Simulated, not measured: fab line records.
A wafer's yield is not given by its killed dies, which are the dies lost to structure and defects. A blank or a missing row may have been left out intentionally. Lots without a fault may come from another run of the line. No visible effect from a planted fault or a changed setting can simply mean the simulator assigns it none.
Comparing a struck lot with a sound one / flow berkeleyCmos170 / 16 out of 331 route steps
Sound: the wafers L141.1, L141.5, L141.6. Struck: wafers L148.2, L148.4, L148.5. The cause is named last.
Order at every step that has rows: each side's tool, ch and its chambers, its first start. Under that, the readings that differ: sound wafers / struck wafers / difference of the means / sigmas: that difference in standard deviations of wafers without a fault.
alike: readings whose means differ by less than 2 such deviations, and words and numbers that are the same on both sides. not compared: withheld readings, readings that some wafer has no value for, bounds like >300 that may hide the same value, and numbers for which the record gives no deviation and whose values overlap.
Wherever a step has rows on one side only, a row that says differs or no value, or a row with sigmas, the two part there. Numbers that have no deviation but don't overlap get no sigmas and don't part them. A reading missing from all wafers of one side parts the sides only when that side holds two or more wafers.

first, 1 step without rows for these wafers: UCB170_M2_SOFTBAKE_06 (time 60 s).
UCB170_M2_STRIP_07: strips in O2.
  sound on plasmaAsher-03 ch 0,1, day 9 22:02; struck on plasmaAsher-04 ch 0,1, day 10 18:40
reading=stripTimeToEndpointS (s); sound=21.93 21.87 21.90; struck=22.01 22.05 22.05; difference=+0.14; sigmas=+2
  alike: drypumpMotorCurrentA, oesProductAu
  not compared: rfHoursCounterH
then, 7 steps without rows for these wafers: UCB170_M2_STRIP_08 (strips KrF in DMSO, time 600 s); UCB170_M2_COAT_09; UCB170_M2_COAT_10 (resist thk 900 nm); UCB170_M2_SOFTBAKE_11 (time 60 s); UCB170_M2_EXPOSE_12 (exposes mask METAL2, target cd 700 nm); UCB170_M2_PEB_13; UCB170_M2_DEVELOP_14 (develop time 45 s).
UCB170_M2_CD_MEAS_15: the cd target is 700 nm.
  sound: cdSem-01 at day 9 23:25; struck: cdSem-01 at day 10 20:25
  alike: cdNm
UCB170_M2_OVL_MEAS_16:
  sound: overlay-01 at day 9 23:32; struck: overlay-01 at day 10 20:31
  alike: M2_OVL
UCB170_M2_ETCH_17: etches BARC in N2/H2.
  sound on rieDiel-04 ch 0,1, day 9 23:35; struck on rieDiel-03 ch 0,2, day 10 20:33
  alike: drypumpMotorCurrentA, oesProductAu, throttleValvePct
UCB170_M2_METAL_ETCH_18: etches Al in Cl2/BCl3, stops on SiO2, target depth 1170 nm, time 195 s.
  sound on rieMetal-03 ch 0,1, day 9 23:37; struck on rieMetal-03 ch 1, day 10 20:35
reading=model.KrF_of_M2_COAT_10.thkNm (nm); sound=242 211.5 239.2; struck=357.7 351.1 359.5; difference=+125.2; sigmas=
reading=model.SiO2_of_V1_CVD_00.thkNm (nm); sound=944 938.8 942.5; struck=950.8 950.4 951.3; difference=+9.1; sigmas=
reading=model.M2.cdNm (nm); sound=700.6 696.9 701.2; struck=707.5 706.6 704.8; difference=+6.7; sigmas=
  alike: drypumpMotorCurrentA, oesProductAu, throttleValvePct
  not compared: rfHoursCounterH
UCB170_M2_STRIP_19: strips in O2.
  sound on plasmaAsher-01 ch 0,1, day 9 23:49; struck on plasmaAsher-01 ch 0,1, day 10 20:47
reading=oesProductAu (a.u.); sound=0.576 0.543 0.566; struck=0.691 0.685 0.693; difference=+0.128; sigmas=+6
  alike: drypumpMotorCurrentA
  not compared: rfHoursCounterH
UCB170_M2_CD_MEAS_90: the cd target is 700 nm.
  sound: cdSem-02 at day 9 23:55; struck: cdSem-02 at day 10 20:54
reading=cdNm (nm); sound=700.7 696.8 701.1; struck=707.6 706.8 704.6; difference=+6.8; sigmas=+2
UCB170_V2_CVD_00: deposits SiO2 from TEOS/O2, target thk 2000 nm, time 250 s.
  sound on pecvd-04 ch 0,1,2, day 10 00:02; struck on pecvd-03 ch 0,2, day 10 21:00
  alike: heaterPowerW

## WHERE THEY PART
Last at UCB170_M2_CD_MEAS_90 as far as this record goes, first at UCB170_M2_STRIP_07. Later steps at which nothing parts them and some readings are alike: UCB170_V2_CVD_00.

WHY: what the simulator had put in
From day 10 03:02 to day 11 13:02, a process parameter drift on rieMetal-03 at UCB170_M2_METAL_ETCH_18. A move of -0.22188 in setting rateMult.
